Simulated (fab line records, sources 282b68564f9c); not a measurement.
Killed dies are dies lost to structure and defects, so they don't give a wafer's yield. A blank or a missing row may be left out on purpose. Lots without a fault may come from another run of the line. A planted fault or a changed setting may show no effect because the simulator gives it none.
Split-lot experiment | flow rit_cmos | 5 lots, 23 wafers read, on a route of 202 steps

THE SPLIT
At RIT_NSD_IMPLANT_08, the setting energy_kev was moved away from the recipe's 25 on 4 of the 23 wafers read, by -4.6% to -4.2%. The other wafers ran this setting at the recipe's value.

The reading is taken at the split's own step.

THE READING
implant.drp_nm (the simulator's own value, which no gauge read), in nm, at RIT_NSD_IMPLANT_08. The file gives no usual value for it.

wafer  | tool, chamber at the split | energy_kev as run | against the recipe | implant.drp_nm, nm | against lot-mates on the recipe
L077.1 | implanter-04, 0            | 25                | recipe             | 14.84              | -
L077.4 | implanter-04, 0            | 25                | recipe             | 14.84              | -
L077.6 | implanter-04, 0            | 25                | recipe             | 14.84              | -
L078.2 | implanter-02, 0            | 23.95             | -4.2%              | 14.46              | -0.38
L078.5 | implanter-02, 0            | 23.95             | -4.2%              | 14.46              | -0.38
L078.3 | implanter-02, 0            | 25                | recipe             | 14.84              | -
L078.4 | implanter-02, 0            | 25                | recipe             | 14.84              | -
L078.6 | implanter-02, 0            | 25                | recipe             | 14.84              | -
L080.2 | implanter-03, 0            | 25                | recipe             | 14.84              | -
L080.3 | implanter-03, 0            | 25                | recipe             | 14.84              | -
L080.4 | implanter-03, 0            | 25                | recipe             | 14.84              | -
L080.5 | implanter-03, 0            | 25                | recipe             | 14.84              | -
L080.6 | implanter-03, 0            | 25                | recipe             | 14.84              | -
L081.1 | implanter-02, 0            | 25                | recipe             | 14.84              | -
L081.4 | implanter-02, 0            | 25                | recipe             | 14.84              | -
L081.5 | implanter-02, 0            | 25                | recipe             | 14.84              | -
L081.2 | implanter-02, 0            | 23.86             | -4.6%              | 14.43              | -0.41
L081.3 | implanter-02, 0            | 23.86             | -4.6%              | 14.43              | -0.41
L083.1 | implanter-03, 0            | 25                | recipe             | 14.84              | -
L083.2 | implanter-03, 0            | 25                | recipe             | 14.84              | -
L083.3 | implanter-03, 0            | 25                | recipe             | 14.84              | -
L083.4 | implanter-03, 0            | 25                | recipe             | 14.84              | -
L083.5 | implanter-03, 0            | 25                | recipe             | 14.84              | -

THE FIT
A straight line over all 23 wafers: implant.drp_nm changes by +0.0902 nm for each +1% of energy_kev; r = +1.00; the points scatter about the line by 0.00054 nm.
The same after taking each lot's own level away (the mean of its wafers on the recipe; 23 wafers): +0.0902 nm for each +1%; r = +1.00; scatter 0.00054 nm.
On that fit, the largest move of energy_kev shifts the reading by 0.41 nm.
The lots' own levels span 14.840 to 14.840 nm.
So the lot-to-lot level changes the slope little: the two slopes agree.
Check: with one of the wafers moved furthest among these (-4.6%) left out of the fit, the line predicts -0.412 nm for it against its lot-mates. It came out at -0.41 nm against them.

OTHER SPLITS ON THESE WAFERS
These wafers also went through other splits before the reading. Each is held against what the fit with the lots' levels taken away leaves over:
other split on the same wafers | wafers away from the commonest value | r with implant.drp_nm (lot level and that fit taken away)
RIT_SPACER_CVD_03 temp_c       | 15                                   | +0.51

THE WHOLE CHAIN: every reading that the file lists as answering this split, in the file's order
step               | what it does | reading                                                         | change (the file's fit)                | r (the file's)
RIT_NSD_IMPLANT_08 |              | implant.rp_nm (the simulator's own value, which no gauge read)  | +0.217 nm for each +1% of the setting  | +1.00
RIT_NSD_IMPLANT_08 |              | implant.drp_nm (the simulator's own value, which no gauge read) | +0.0903 nm for each +1% of the setting | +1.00

THE FILE'S OWN FIT
implant.drp_nm changes by +0.0903 nm for each +1% of energy_kev, r = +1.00.
